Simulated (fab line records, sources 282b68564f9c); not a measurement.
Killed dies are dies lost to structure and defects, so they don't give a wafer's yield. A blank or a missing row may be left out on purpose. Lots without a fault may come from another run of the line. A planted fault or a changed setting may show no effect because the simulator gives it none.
fab line records | flow rit_cmos
record lots=5 wafers=15 last_day=7
route steps=202 shown PRETRO@72 GATE@75 FOX2@80 REOX@98 NLDD@103
lots that met no fault: from a run of the same line without faults
start_h: hours from the record's first day to the start of the lot's first wafer shown | wait_h: hours since the lot's step before | " the same as in the row above | L1.1+2: a row that stands for several wafers | - no value, or no start given | * or withheld: withheld | < > ~ a bound
route shown NAME@n: a module of which the file shows steps, and the number in the route of the first | usual: mean/standard deviation of fault-free wafers | same: alike in all rows | chamber/n: place in a boat | sites: the reading at each site | _std_site: their standard deviation | _edge_site: outer sites' mean less inner sites' | radius_mm: how far each site lies from the wafer's centre | mask NAME#n: copy n | behind: the tool/chamber that last shaped the wafer | hold: why the lot was held/for how many hours/how that ended | device: the transistor (n, p or np) that didn't switch | end of line: the same wafers' tests at the end of the route | a step without rows: its recipe alone | killed: dies lost to structure and defects at the first sort, not the wafer's yield | map: a wafer's dies, x killed, . not, _ none there
set.NAME: the setting as run; set.NAME@STEP: as run at that earlier step | model.NAME: the simulator's own value behind a step, which no gauge read
lots at some steps of the route; a table a step, a row a wafer
services: from which hour (start_h, from the record's first day; less than 0 if before it) a tool's chamber was out of use, for how many hours, and why
## steps
# step RIT_PRETRO_IMPLANT_08
# recipe species=B energy_kev=45 dose_cm2=1.2e+13 tilt_deg=7
# columns lot.wafer tool chamber start_h wait_h
L077.1+3+5 implanter-01 0 50.29 0.2
L083.2+5+6 implanter-01 0 78.57 0.2
L085.2+4+6 implanter-02 0 91.59 0.2
L092.3+4+6 implanter-01 0 126.46 0.2
L094.1+5+6 implanter-04 0 139.40 0.2
# step RIT_PRETRO_STRIP_09
# recipe chemistry=O2 time_s=180 resist=NOVOLAK platen_temp_c=withheld power_w=500 pressure_mtorr=4000 o2_flow_sccm=4000
# usual drypump_motor_current_A=5.7/0.47
# columns lot.wafer tool chamber start_h wait_h drypump_motor_current_A rf_hours_counter_h
L077.1 plasma_asher-04 1 50.44 0.1 6.4 41
L077.3 " 0 " " 5.8 -
L077.5 " 0 " " 5.8 -
L083.2 plasma_asher-04 0 78.69 0.1 5.8 44
L083.5 " 1 " " 6.4 -
L083.6 " 0 " " 5.8 -
L085.2 plasma_asher-03 0 91.71 0.1 6.1 45
L085.4 " 1 " " 5.7 -
L085.6 " 1 " " 5.7 -
L092.3 plasma_asher-04 0 126.62 0.1 5.8 -
L092.4 " 1 " " 6.4 -
L092.6 " 0 " " 5.8 -
L094.1 plasma_asher-01 1 139.55 0.1 5.2 49
L094.5 " 1 " " 5.2 -
L094.6 " 0 " " 5.1 -
# step RIT_PRETRO_TW_MEAS_10
# usual PRETRO_TW=477/3.8
# columns lot.wafer tool chamber start_h wait_h PRETRO_TW
L077.1 film_metro-02 - 50.61 0.1 480
L077.3 " - " " 480
L077.5 " - " " 479
L083.2 film_metro-02 - 78.88 0.1 480
L083.5 " - " " 481
L083.6 " - " " 479
L085.2 film_metro-04 - 91.90 0.1 483
L085.4 " - " " 482
L085.6 " - " " 483
L092.3 film_metro-04 - 126.75 0.1 479
L092.4 " - " " 478
L092.6 " - " " 481
L094.1 film_metro-01 - 139.73 0.1 475
L094.5 " - " " 476
L094.6 " - " " 475
# step RIT_GATE_WET_ETCH_00
# recipe chemistry=BOE target=SiO2 target_depth_nm=56 time_s=60 dry=n2_spin dilution=10:1 temp_c=21.5
# columns lot.wafer tool chamber start_h wait_h
L077.1+3+5 wet_bench-04 0 50.67 0.1
L083.2+5+6 wet_bench-03 3 78.93 0.0
L085.2+4+6 wet_bench-04 3 91.95 0.0
L092.3+4+6 wet_bench-03 3 126.79 0.0
L094.1+5+6 wet_bench-03 2 139.79 0.1
# step RIT_GATE_CLEAN_01
# recipe chemistry=SC1 mix=3:3:50 time_s=600 temp_c=75
# columns lot.wafer tool chamber start_h wait_h
L077.1+3+5 wet_bench-02 2 50.70 0.0
L083.2+5+6 wet_bench-02 2 78.95 0.0
L085.2+4+6 wet_bench-03 3 91.97 0.0
L092.3+4+6 wet_bench-04 2 126.82 0.0
L094.1+5+6 wet_bench-04 3 139.82 0.0
# step RIT_GATE_CLEAN_02
# recipe chemistry=dHF dilution=50:1 time_s=30
# columns lot.wafer tool chamber start_h wait_h
L077.1+3+5 wet_bench-03 2 50.89 0.0
L083.2+5+6 wet_bench-03 1 79.13 0.0
L085.2+4+6 wet_bench-04 3 92.15 0.0
L092.3+4+6 wet_bench-04 2 127.04 0.0
L094.1+5+6 wet_bench-02 0 139.99 0.0
# step RIT_GATE_CLEAN_03
# recipe chemistry=SC2 mix=3:3:50 time_s=600 temp_c=75 dry=n2_spin
# columns lot.wafer tool chamber start_h wait_h
L077.1+3+5 wet_bench-04 3 50.91 0.0
L083.2+5+6 wet_bench-04 0 79.14 0.0
L085.2+4+6 wet_bench-02 3 92.16 0.0
L092.3+4+6 wet_bench-04 0 127.05 0.0
L094.1+5+6 wet_bench-04 3 140.01 0.0
# step RIT_GATE_CLEAN_04
# recipe chemistry=dHF dilution=50:1 time_s=60 dry=n2_spin
# columns lot.wafer tool chamber start_h wait_h
L077.1+3+5 wet_bench-03 2 51.08 0.0
L083.2+5+6 wet_bench-03 1 79.33 0.0
L085.2+4+6 wet_bench-04 1 92.34 0.0
L092.3+4+6 wet_bench-02 3 127.23 0.0
L094.1+5+6 wet_bench-03 2 140.18 0.0
# step RIT_FOX2_THK_MEAS_91
# recipe reads=SiO2_of_FOX2_OXIDATION_00
# usual FIELD_OXIDE_LEFT_2_THK=261/8
# columns lot.wafer tool chamber start_h wait_h FIELD_OXIDE_LEFT_2_THK[nm]
L077.1 film_metro-04 - 51.11 0.0 268
L077.3 " - " " 271
L077.5 " - " " 275
L083.2 film_metro-01 - 79.37 0.0 283
L083.5 " - " " 274
L083.6 " - " " 273
L085.2 film_metro-04 - 92.37 0.0 260
L085.4 " - " " 260
L085.6 " - " " 264
L092.3 film_metro-03 - 127.27 0.0 262
L092.4 " - " " 261
L092.6 " - " " 262
L094.1 film_metro-01 - 140.21 0.0 255
L094.5 " - " " 256
L094.6 " - " " 261
# step RIT_GATE_OXIDATION_05
# recipe temp_c=900 ambient=O2 target_thk_a=30 ox_time_s=270
# usual spike_tc_centre_C=902.7/1.1 spike_tc_load_C=925.4/2.3 tube_center_temp_C=900/0.08
# columns lot.wafer tool chamber start_h wait_h spike_tc_centre_C spike_tc_load_C tube_center_temp_C
L077.1 furnace-04 0 53.20 2.1 903.3 924.4 899.86
L077.3 " 0 " " 902.1 922.6 899.91
L077.5 " 0 " " 904.0 924.7 899.91
L083.2 furnace-04 0 79.42 0.0 904.0 923.8 900.07
L083.5 " 0 " " 903.4 921.9 900.03
L083.6 " 0 " " 901.7 923.3 900.02
L085.2 furnace-03 0 92.42 0.0 901.3 927.2 900.03
L085.4 " 0 " " 902.0 928.6 900.06
L085.6 " 0 " " 902.0 928.9 900.01
L092.3 furnace-04 0 128.18 0.9 905.3 923.3 899.99
L092.4 " 0 " " 904.2 923.6 900
L092.6 " 0 " " 901.5 923.5 899.9
L094.1 furnace-04 0 143.38 3.2 903.2 923.1 899.9
L094.5 " 0 " " 903.2 923.4 900.05
L094.6 " 0 " " 901.5 924.5 899.93
# step RIT_GATE_ANNEAL_06
# recipe temp_c=900 time_s=600 ambient=N2O
# usual spike_tc_centre_C=902.5/1 spike_tc_load_C=925.8/2.2 tube_center_temp_C=900/0.082
# columns lot.wafer tool chamber start_h wait_h spike_tc_centre_C spike_tc_load_C tube_center_temp_C
L077.1 furnace-04 0 54.27 0.0 903.2 924.3 900
L077.3 " 0 " " 904.0 924.4 900.09
L077.5 " 0 " " 904.1 923.2 899.93
L083.2 furnace-04 0 83.04 2.5 903.5 922.8 900
L083.5 " 0 " " 902.3 924.8 900.05
L083.6 " 0 " " 904.7 923.5 899.97
L085.2 furnace-03 0 93.50 0.0 905.3 929.1 899.91
L085.4 " 0 " " 902.3 928.1 899.89
L085.6 " 0 " " 902.4 930.0 900.18
L092.3 furnace-03 0 130.92 1.7 903.5 927.4 899.83
L092.4 " 0 " " 900.8 927.9 900.07
L092.6 " 0 " " 904.1 928.0 900.04
L094.1 furnace-01 0 148.54 4.1 901.6 923.2 899.94
L094.5 " 0 " " 901.6 925.6 900.03
L094.6 " 0 " " 901.4 926.2 900.02
# step RIT_GATE_THK_MEAS_07
# recipe reads=SiO2_of_GATE_OXIDATION_05
# usual GATE_OXIDE_THK=3.00/0.072
# columns lot.wafer tool chamber start_h wait_h GATE_OXIDE_THK[nm]
L077.1 film_metro-03 - 54.52 0.0 2.98
L077.3 " - " " 2.89
L077.5 " - " " 3.04
L083.2 film_metro-01 - 83.30 0.0 3.05
L083.5 " - " " 3.12
L083.6 " - " " 3.02
L085.2 film_metro-04 - 93.76 0.0 2.96
L085.4 " - " " 3.00
L085.6 " - " " 3.01
L092.3 film_metro-04 - 131.19 0.0 3.07
L092.4 " - " " 3.13
L092.6 " - " " 3.15
L094.1 film_metro-01 - 148.79 0.0 2.95
L094.5 " - " " 2.98
L094.6 " - " " 2.96
# step RIT_GATE_CVD_08
# recipe material=poly-Si target_thk_nm=250 temp_c=610 precursor=SiH4 time_s=2220 pressure_mtorr=300 sih4_flow_sccm=100
# usual spike_tc_centre_C=612.7/1.5 spike_tc_load_C=632.7/1.3
# columns lot.wafer tool chamber start_h wait_h spike_tc_centre_C spike_tc_load_C
L077.1 lpcvd-01 0 55.52 1.0 615.4 633.0
L077.3 " 0 " " 614.7 634.1
L077.5 " 0 " " 614.1 633.6
L083.2 lpcvd-02 0 83.35 0.0 612.8 631.1
L083.5 " 0 " " 612.2 631.2
L083.6 " 0 " " 609.7 632.3
L085.2 lpcvd-01 1 93.81 0.0 611.3 634.2
L085.4 " 1 " " 612.0 634.0
L085.6 " 1 " " 611.5 631.9
L092.3 lpcvd-02 0 131.23 0.0 610.3 630.0
L092.4 " 0 " " 611.2 632.0
L092.6 " 0 " " 610.8 631.4
L094.1 lpcvd-02 0 148.85 0.1 612.9 631.5
L094.5 " 0 " " 610.7 632.2
L094.6 " 0 " " 612.4 631.1
# step RIT_GATE_THK_MEAS_09
# recipe reads=poly-Si_of_GATE_CVD_08
# usual GATE_POLY_THK=250/3.2
# columns lot.wafer tool chamber start_h wait_h GATE_POLY_THK[nm]
L077.1 film_metro-01 - 57.13 0.0 254
L077.3 " - " " 253
L077.5 " - " " 252
L083.2 film_metro-03 - 84.98 0.0 249
L083.5 " - " " 248
L083.6 " - " " 247
L085.2 film_metro-04 - 95.44 0.0 250
L085.4 " - " " 250
L085.6 " - " " 252
L092.3 film_metro-04 - 132.86 0.0 250
L092.4 " - " " 248
L092.6 " - " " 249
L094.1 film_metro-03 - 150.46 0.0 247
L094.5 " - " " 245
L094.6 " - " " 245
# step RIT_GATE_HMDS_10
# recipe prime_time_s=60 prime_temp_c=140
# usual chill_plate_temp_C=23.00/0.1
# columns lot.wafer tool chamber start_h wait_h chill_plate_temp_C
L077.1 litho_track-02 0 57.19 0.1 23.00
L077.3 " 0 " " 23.06
L077.5 " 0 " " 22.91
L083.2 litho_track-02 0 85.06 0.1 23.08
L083.5 " 0 " " 23.03
L083.6 " 0 " " 22.97
L085.2 litho_track-01 0 95.51 0.1 23.02
L085.4 " 0 " " 22.91
L085.6 " 0 " " 22.95
L092.3 litho_track-03 0 132.95 0.1 23.00
L092.4 " 0 " " 22.96
L092.6 " 0 " " 23.09
L094.1 litho_track-01 0 150.52 0.1 23.06
L094.5 " 0 " " 22.93
L094.6 " 0 " " 22.91
# step RIT_GATE_COAT_11
# recipe resist=NOVOLAK spin_rpm=4303 resist_thk_nm=850
# usual chill_plate_temp_C=23.02/0.1
# columns lot.wafer tool chamber start_h wait_h chill_plate_temp_C
L077.1 litho_track-02 0 57.34 0.1 23.09
L077.3 " 0 " " 23.15
L077.5 " 0 " " 23.04
L083.2 litho_track-02 0 85.21 0.1 23.21
L083.5 " 0 " " 23.05
L083.6 " 0 " " 23.08
L085.2 litho_track-01 0 95.66 0.1 22.89
L085.4 " 0 " " 23.02
L085.6 " 0 " " 22.98
L092.3 litho_track-03 0 133.10 0.1 23.27
L092.4 " 0 " " 23.10
L092.6 " 0 " " 22.95
L094.1 litho_track-01 0 150.67 0.1 23.12
L094.5 " 0 " " 23.13
L094.6 " 0 " " 22.91
# step RIT_GATE_SOFTBAKE_12
# recipe resist=NOVOLAK temp_c=90 time_s=60
# usual chill_plate_temp_C=22.96/0.11
# columns lot.wafer tool chamber start_h wait_h chill_plate_temp_C
L077.1 litho_track-02 0 57.49 0.1 23.06
L077.3 " 0 " " 23.06
L077.5 " 0 " " 23.14
L083.2 litho_track-02 0 85.36 0.1 22.90
L083.5 " 0 " " 22.85
L083.6 " 0 " " 23.07
L085.2 litho_track-01 0 95.81 0.1 23.03
L085.4 " 0 " " 22.88
L085.6 " 0 " " 23.01
L092.3 litho_track-03 0 133.25 0.1 23.19
L092.4 " 0 " " 23.10
L092.6 " 0 " " 23.09
L094.1 litho_track-01 0 150.82 0.1 22.92
L094.5 " 0 " " 22.82
L094.6 " 0 " " 23.03
# step RIT_GATE_EXPOSE_13
# recipe mask_id=M6 na=0.6 source_shape=conventional sigma_outer=0.6 target_cd_nm=150 dose_mj=380
# usual focus_offset_nm=-0.1/0.52
# columns lot.wafer tool chamber start_h wait_h mask focus_offset_nm
L077.1 iline_stepper-02 0 57.77 0.2 M6#0 -0.9
L077.3 " 0 " " M6#0 0.2
L077.5 " 0 " " M6#0 0.1
L083.2 iline_stepper-01 0 85.63 0.2 M6#0 -0.8
L083.5 " 0 " " M6#0 -0.2
L083.6 " 0 " " M6#0 0.0
L085.2 iline_stepper-02 0 95.95 0.1 M6#0 -0.1
L085.4 " 0 " " M6#0 -0.4
L085.6 " 0 " " M6#0 -0.5
L092.3 iline_stepper-02 0 133.52 0.2 M6#0 0.0
L092.4 " 0 " " M6#0 0.0
L092.6 " 0 " " M6#0 -0.2
L094.1 iline_stepper-02 0 151.10 0.2 M6#0 0.4
L094.5 " 0 " " M6#0 0.2
L094.6 " 0 " " M6#0 -0.1
# step RIT_GATE_PEB_14
# recipe resist=NOVOLAK temp_c=withheld time_s=withheld
# usual chill_plate_temp_C=*
# columns lot.wafer tool chamber start_h wait_h chill_plate_temp_C
L077.1 litho_track-03 0 57.89 0.1 *
L077.3 " 0 " " *
L077.5 " 0 " " *
L083.2 litho_track-03 0 85.75 0.1 *
L083.5 " 0 " " *
L083.6 " 0 " " *
L085.2 litho_track-03 0 96.08 0.1 *
L085.4 " 0 " " *
L085.6 " 0 " " *
L092.3 litho_track-01 0 133.65 0.1 *
L092.4 " 0 " " *
L092.6 " 0 " " *
L094.1 litho_track-02 0 151.21 0.1 *
L094.5 " 0 " " *
L094.6 " 0 " " *
# step RIT_GATE_DEVELOP_15
# recipe resist=NOVOLAK develop_time_s=50 dev_temp_c=23
# usual chill_plate_temp_C=22.99/0.098
# columns lot.wafer tool chamber start_h wait_h chill_plate_temp_C
L077.1 litho_track-03 0 - - 22.80
L077.3 " 0 " " 23.13
L077.5 " 0 " " 22.86
L083.2 litho_track-03 0 - - 23.06
L083.5 " 0 " " 23.09
L083.6 " 0 " " 23.08
L085.2 litho_track-03 0 - - 23.10
L085.4 " 0 " " 23.04
L085.6 " 0 " " 23.03
L092.3 litho_track-01 0 - - 23.05
L092.4 " 0 " " 23.11
L092.6 " 0 " " 23.07
L094.1 litho_track-02 0 - - 23.11
L094.5 " 0 " " 22.85
L094.6 " 0 " " 23.14
# step RIT_GATE_CD_MEAS_16
# recipe target_cd_nm=150
# usual cd_nm=147/3.2
# columns lot.wafer tool chamber start_h wait_h cd_nm
L077.1 cd_sem-02 - 58.17 - 146
L077.3 " - " " 145
L077.5 " - " " 146
L083.2 cd_sem-02 - 86.03 - 148
L083.5 " - " " 149
L083.6 " - " " 145
L085.2 cd_sem-01 - 96.36 - 146
L085.4 " - " " 147
L085.6 " - " " 146
L092.3 cd_sem-01 - 133.92 - 147
L092.4 " - " " 148
L092.6 " - " " 148
L094.1 cd_sem-01 - 151.50 - 144
L094.5 " - " " 145
L094.6 " - " " 146
# step RIT_GATE_OVL_MEAS_17
# usual GATE_OVL=0.1/1.5
# columns lot.wafer tool chamber start_h wait_h GATE_OVL[nm]
L077.1 overlay-02 - 58.29 0.1 -1.7
L077.3 " - " " -1.7
L077.5 " - " " -1.6
L083.2 overlay-02 - 86.13 0.1 0.5
L083.5 " - " " -0.7
L083.6 " - " " -0.8
L085.2 overlay-02 - 96.46 0.1 -1.0
L085.4 " - " " -0.2
L085.6 " - " " -2.0
L092.3 overlay-02 - 134.01 0.1 1.2
L092.4 " - " " -1.0
L092.6 " - " " 0.0
L094.1 overlay-01 - 151.62 0.1 -0.9
L094.5 " - " " -1.7
L094.6 " - " " -1.8
# step RIT_GATE_HARDBAKE_18
# recipe resist=NOVOLAK temp_c=140 time_s=60
# usual chill_plate_temp_C=23.00/0.12
# columns lot.wafer tool chamber start_h wait_h chill_plate_temp_C
L077.1 litho_track-02 0 58.32 0.0 22.97
L077.3 " 0 " " 22.92
L077.5 " 0 " " 22.99
L083.2 litho_track-01 0 86.19 0.0 23.09
L083.5 " 0 " " 23.17
L083.6 " 0 " " 23.12
L085.2 litho_track-02 0 96.52 0.0 22.95
L085.4 " 0 " " 22.86
L085.6 " 0 " " 23.10
L092.3 litho_track-01 0 134.08 0.1 22.92
L092.4 " 0 " " 23.00
L092.6 " 0 " " 23.02
L094.1 litho_track-01 0 151.65 0.0 22.97
L094.5 " 0 " " 23.06
L094.6 " 0 " " 23.14
# step RIT_GATE_ETCH_19
# recipe chemistry=SF6/CHF3/O2 time_s=165 SF6_flow_sccm=30 CHF3_flow_sccm=30 O2_flow_sccm=5 target=poly-Si pressure_mtorr=40 rf_w=160 target_depth_a=3125 over_etch_frac=0.25 stop_on=SiO2
# usual O2_flow_sccm=5.002/0.016 drypump_motor_current_A=5.50/0.23 oes_product_au=0.844/0.015 throttle_valve_pct=10.29/0.17
# same over_etch_frac=0.25
# columns lot.wafer tool chamber start_h wait_h O2_flow_sccm drypump_motor_current_A oes_product_au rf_hours_counter_h throttle_valve_pct
L077.1 rie_si-01 0 58.47 0.1 4.975 5.29 0.861 3 10.38
L077.3 " 2 " " 4.984 5.63 0.856 161 10.43
L077.5 " 0 " " 5.012 5.31 0.854 - 10.37
L083.2 rie_si-01 3 86.31 0.1 5.013 5.70 0.848 126 9.94
L083.5 " 2 " " 4.994 5.67 0.856 - 10.42
L083.6 " 3 " " 5.031 5.68 0.839 - 9.94
L085.2 rie_si-01 0 96.64 0.1 5.023 5.30 0.850 3 10.37
L085.4 " 2 " " 5.021 5.63 0.863 0 10.41
L085.6 " 2 " " 5.020 5.62 0.865 - 10.43
L092.3 rie_si-02 2 134.18 0.1 5.012 5.62 0.829 72 10.41
L092.4 " 3 " " 4.998 5.60 0.837 68 10.40
L092.6 " 1 " " 4.987 5.38 0.835 - 10.23
L094.1 rie_si-02 0 151.80 0.1 5.010 5.05 0.825 96 10.23
L094.5 " 0 " " 5.006 5.06 0.823 - 10.24
L094.6 " 2 " " 5.011 5.58 0.822 - 10.40
# step RIT_GATE_STRIP_20
# recipe chemistry=O2 time_s=180 resist=NOVOLAK platen_temp_c=withheld power_w=500 pressure_mtorr=4000 o2_flow_sccm=4176
# usual drypump_motor_current_A=5.9/0.4
# columns lot.wafer tool chamber start_h wait_h drypump_motor_current_A rf_hours_counter_h
L077.1 plasma_asher-03 1 58.58 0.1 5.7 41
L077.3 " 1 " " 5.7 -
L077.5 " 1 " " 5.7 -
L083.2 plasma_asher-03 0 86.42 0.1 6.0 44
L083.5 " 1 " " 5.7 -
L083.6 " 0 " " 6.0 -
L085.2 plasma_asher-02 1 96.75 0.1 5.1 31
L085.4 " 0 " " 6.5 -
L085.6 " 0 " " 6.5 -
L092.3 plasma_asher-04 1 134.35 0.1 6.4 -
L092.4 " 0 " " 5.8 -
L092.6 " 0 " " 5.8 -
L094.1 plasma_asher-04 1 151.91 0.1 6.4 3
L094.5 " 1 " " 6.5 -
L094.6 " 0 " " 5.8 -
# step RIT_GATE_CD_MEAS_90
# recipe target_cd_nm=150
# usual cd_nm=147/3.2
# columns lot.wafer tool chamber start_h wait_h cd_nm
L077.1 cd_sem-01 - 58.76 0.1 145
L077.3 " - " " 145
L077.5 " - " " 146
L083.2 cd_sem-01 - 86.61 0.1 148
L083.5 " - " " 149
L083.6 " - " " 145
L085.2 cd_sem-02 - 96.94 0.1 146
L085.4 " - " " 147
L085.6 " - " " 146
L092.3 cd_sem-02 - 134.51 0.1 146
L092.4 " - " " 148
L092.6 " - " " 147
L094.1 cd_sem-01 - 152.09 0.1 144
L094.5 " - " " 144
L094.6 " - " " 146
# step RIT_REOX_CLEAN_00
# recipe chemistry=SC1 mix=3:3:50 time_s=600 temp_c=75
# columns lot.wafer tool chamber start_h wait_h
L077.1+3+5 wet_bench-02 2 58.88 0.1
L083.2+5+6 wet_bench-04 0 86.71 0.1
L085.2+4+6 wet_bench-02 1 97.04 0.1
L092.3+4+6 wet_bench-04 1 134.59 0.1
L094.1+5+6 wet_bench-04 1 152.21 0.1
# step RIT_REOX_CLEAN_01
# recipe chemistry=dHF dilution=50:1 time_s=30
# columns lot.wafer tool chamber start_h wait_h
L077.1+3+5 wet_bench-04 1 59.05 0.0
L083.2+5+6 wet_bench-04 2 86.89 0.0
L085.2+4+6 wet_bench-04 1 97.22 0.0
L092.3+4+6 wet_bench-02 3 134.76 0.0
L094.1+5+6 wet_bench-01 1 152.38 0.0
# step RIT_REOX_CLEAN_02
# recipe chemistry=SC2 mix=3:3:50 time_s=600 temp_c=75 dry=n2_spin
# columns lot.wafer tool chamber start_h wait_h
L077.1+3+5 wet_bench-01 2 59.07 0.0
L083.2+5+6 wet_bench-04 3 86.91 0.0
L085.2+4+6 wet_bench-01 3 97.24 0.0
L092.3+4+6 wet_bench-04 1 134.78 0.0
L094.1+5+6 wet_bench-02 0 152.40 0.0
# step RIT_REOX_OXIDATION_03
# recipe temp_c=900 ambient=O2 target_thk_a=252 ox_time_s=5580
# usual spike_tc_centre_C=902.7/1.1 spike_tc_load_C=925.7/2.1 tube_center_temp_C=900/0.083
# columns lot.wafer tool chamber start_h wait_h spike_tc_centre_C spike_tc_load_C tube_center_temp_C
L077.1 furnace-04 0 59.24 0.0 902.9 924.3 899.98
L077.3 " 0 " " 903.6 924.6 899.88
L077.5 " 0 " " 904.2 922.9 900.07
L083.2 furnace-01 0 88.24 1.2 901.6 926.4 900.02
L083.5 " 0 " " 901.8 925.3 900.06
L083.6 " 0 " " 901.9 925.8 900.02
L085.2 furnace-04 0 98.08 0.6 903.3 924.2 900.05
L085.4 " 0 " " 902.6 923.4 899.94
L085.6 " 0 " " 903.6 921.2 900.09
L092.3 furnace-04 0 135.65 0.7 905.7 923.1 899.96
L092.4 " 0 " " 903.6 924.8 900.08
L092.6 " 0 " " 902.3 923.6 899.87
L094.1 furnace-01 0 157.92 5.3 901.8 924.5 900.02
L094.5 " 0 " " 903.1 924.3 899.85
L094.6 " 0 " " 903.5 925.6 899.98
# step RIT_REOX_THK_MEAS_04
# recipe reads=SiO2_of_REOX_OXIDATION_03
# usual REOX_OXIDE_THK=25.2/0.51
# columns lot.wafer tool chamber start_h wait_h REOX_OXIDE_THK[nm]
L077.1 film_metro-04 - 61.79 0.0 26.0
L077.3 " - " " 26.1
L077.5 " - " " 26.3
L083.2 film_metro-02 - 90.80 0.0 25.1
L083.5 " - " " 24.8
L083.6 " - " " 24.8
L085.2 film_metro-02 - 100.64 0.0 24.4
L085.4 " - " " 24.1
L085.6 " - " " 24.4
L092.3 film_metro-03 - 138.22 0.0 25.6
L092.4 " - " " 25.5
L092.6 " - " " 25.4
L094.1 film_metro-02 - 160.47 0.0 24.7
L094.5 " - " " 24.6
L094.6 " - " " 24.8
# step RIT_NLDD_HMDS_00
# recipe prime_time_s=60 prime_temp_c=140
# usual chill_plate_temp_C=22.99/0.11
# columns lot.wafer tool chamber start_h wait_h chill_plate_temp_C
L077.1 litho_track-04 0 61.85 0.1 23.02
L077.3 " 0 " " 22.99
L077.5 " 0 " " 22.97
L083.2 litho_track-04 0 90.88 0.1 22.99
L083.5 " 0 " " 22.91
L083.6 " 0 " " 23.18
L085.2 litho_track-03 0 100.71 0.1 22.91
L085.4 " 0 " " 23.04
L085.6 " 0 " " 22.97
L092.3 litho_track-04 0 138.31 0.1 23.07
L092.4 " 0 " " 22.91
L092.6 " 0 " " 22.95
L094.1 litho_track-03 0 160.53 0.1 22.90
L094.5 " 0 " " 22.95
L094.6 " 0 " " 23.07
# step RIT_NLDD_COAT_01
# recipe resist=NOVOLAK spin_rpm=3303 resist_thk_nm=1000
# usual chill_plate_temp_C=23.00/0.1
# columns lot.wafer tool chamber start_h wait_h chill_plate_temp_C
L077.1 litho_track-04 0 62.00 0.1 23.04
L077.3 " 0 " " 22.93
L077.5 " 0 " " 23.03
L083.2 litho_track-04 0 91.03 0.1 23.00
L083.5 " 0 " " 23.19
L083.6 " 0 " " 23.19
L085.2 litho_track-03 0 100.86 0.1 23.02
L085.4 " 0 " " 23.02
L085.6 " 0 " " 22.97
L092.3 litho_track-04 0 138.46 0.1 23.01
L092.4 " 0 " " 22.93
L092.6 " 0 " " 22.94
L094.1 litho_track-03 0 160.68 0.1 22.97
L094.5 " 0 " " 22.83
L094.6 " 0 " " 23.05
# step RIT_NLDD_SOFTBAKE_02
# recipe resist=NOVOLAK temp_c=90 time_s=60
# usual chill_plate_temp_C=22.98/0.1
# columns lot.wafer tool chamber start_h wait_h chill_plate_temp_C
L077.1 litho_track-04 0 62.15 0.1 22.94
L077.3 " 0 " " 22.90
L077.5 " 0 " " 22.78
L083.2 litho_track-04 0 91.18 0.1 23.05
L083.5 " 0 " " 23.11
L083.6 " 0 " " 22.95
L085.2 litho_track-03 0 101.01 0.1 23.15
L085.4 " 0 " " 23.01
L085.6 " 0 " " 23.06
L092.3 litho_track-04 0 138.61 0.1 23.07
L092.4 " 0 " " 22.96
L092.6 " 0 " " 22.94
L094.1 litho_track-03 0 160.83 0.1 22.84
L094.5 " 0 " " 23.09
L094.6 " 0 " " 22.94
## services
# columns tool chamber start_h hours kind
implanter-02 - 38.81 0.6 repair
implanter-02 - 51.31 1.7 repair
lpcvd-02 - 51.56 14.6 pm
implanter-02 - 57.66 3.1 repair
rie_si-01 2 59.48 - clean
rie_si-01 2 59.48 19.1 scheduled_down
furnace-03 - 66.09 4.4 pm
implanter-01 - 66.37 3.4 repair
plasma_asher-01 - 74.82 4.1 repair
implanter-04 - 93.65 2.1 repair
iline_stepper-02 - 106.63 9.2 repair
furnace-01 - 107.98 4.5 pm
plasma_asher-04 - 108.75 9.0 pm
plasma_asher-04 0 108.75 9.0 vent_cycle
plasma_asher-04 1 108.75 9.0 vent_cycle
implanter-04 - 110.63 26.5 pm
furnace-04 - 110.71 9.0 pm
plasma_asher-02 - 114.45 7.6 repair
plasma_asher-04 0 117.75 - clean
plasma_asher-04 1 117.75 - clean
wet_bench-02 - 118.83 8.3 repair
implanter-01 - 132.09 2.8 pm
rie_si-02 1 141.13 16.2 repair
implanter-02 - 142.47 5.3 pm
## key
fault none
